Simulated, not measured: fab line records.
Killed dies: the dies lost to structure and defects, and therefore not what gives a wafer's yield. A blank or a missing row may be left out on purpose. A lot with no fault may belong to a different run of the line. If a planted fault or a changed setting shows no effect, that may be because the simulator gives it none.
Chamber matching ; flow rit-cmos ; RIT_GATE_ETCH_19 on rie-si-01: 4 sister chambers
The step etches poly-Si in SF6/CHF3/O2, stops on SiO2, time 165 s, target depth 312.5 nm. 7 wafers are shown with their chamber, then 7 later ones without.

EACH WAFER AND ITS CHAMBER
wafer;chamber;throttle-valve-pct (%);drypump-motor-current-A (A)
L621.2;1;10.15;5.3
L625.4;3;10.39;5.9
L635.1;2;10.23;6.1
L635.3;3;10.40;5.9
L635.6;0;10.04;4.9
L639.3;0;10.04;5.0
L639.5;2;10.24;6.0

WAFERS WITHOUT THEIR CHAMBER
wafer;throttle-valve-pct (%);drypump-motor-current-A (A)
L639.6;10.39;5.9
L641.1;10.25;6.0
L641.3;10.04;5.0
L641.4;10.13;5.3
L643.3;10.08;5.0
L643.4;10.24;6.1
L643.5;10.05;5.0

WHICH CHAMBER EACH ONE RAN IN
wafer;from the rows above;in truth
L639.6;3;3
L641.1;2;2
L641.3;0;0
L641.4;1;1
L643.3;0;0
L643.4;2;2
L643.5;0;0
Placed correctly: 7 of 7. Not placeable from these rows: 0. Wrongly placed: 0.
How it was worked out, from the rows above alone: a wafer's distance from a chamber is the root of the sum, over the readings, of the square of ((its reading less the chamber's mean) divided by the reading's scatter). The wafer belongs to the nearest chamber; if the next one is less than 2 further off, it can't be placed. For every chamber, the mean is computed from those of its wafers that are shown. The scatter: the root of (the sum of the squares of (reading less its chamber's mean) over the shown wafers, divided by (wafers less chambers)).
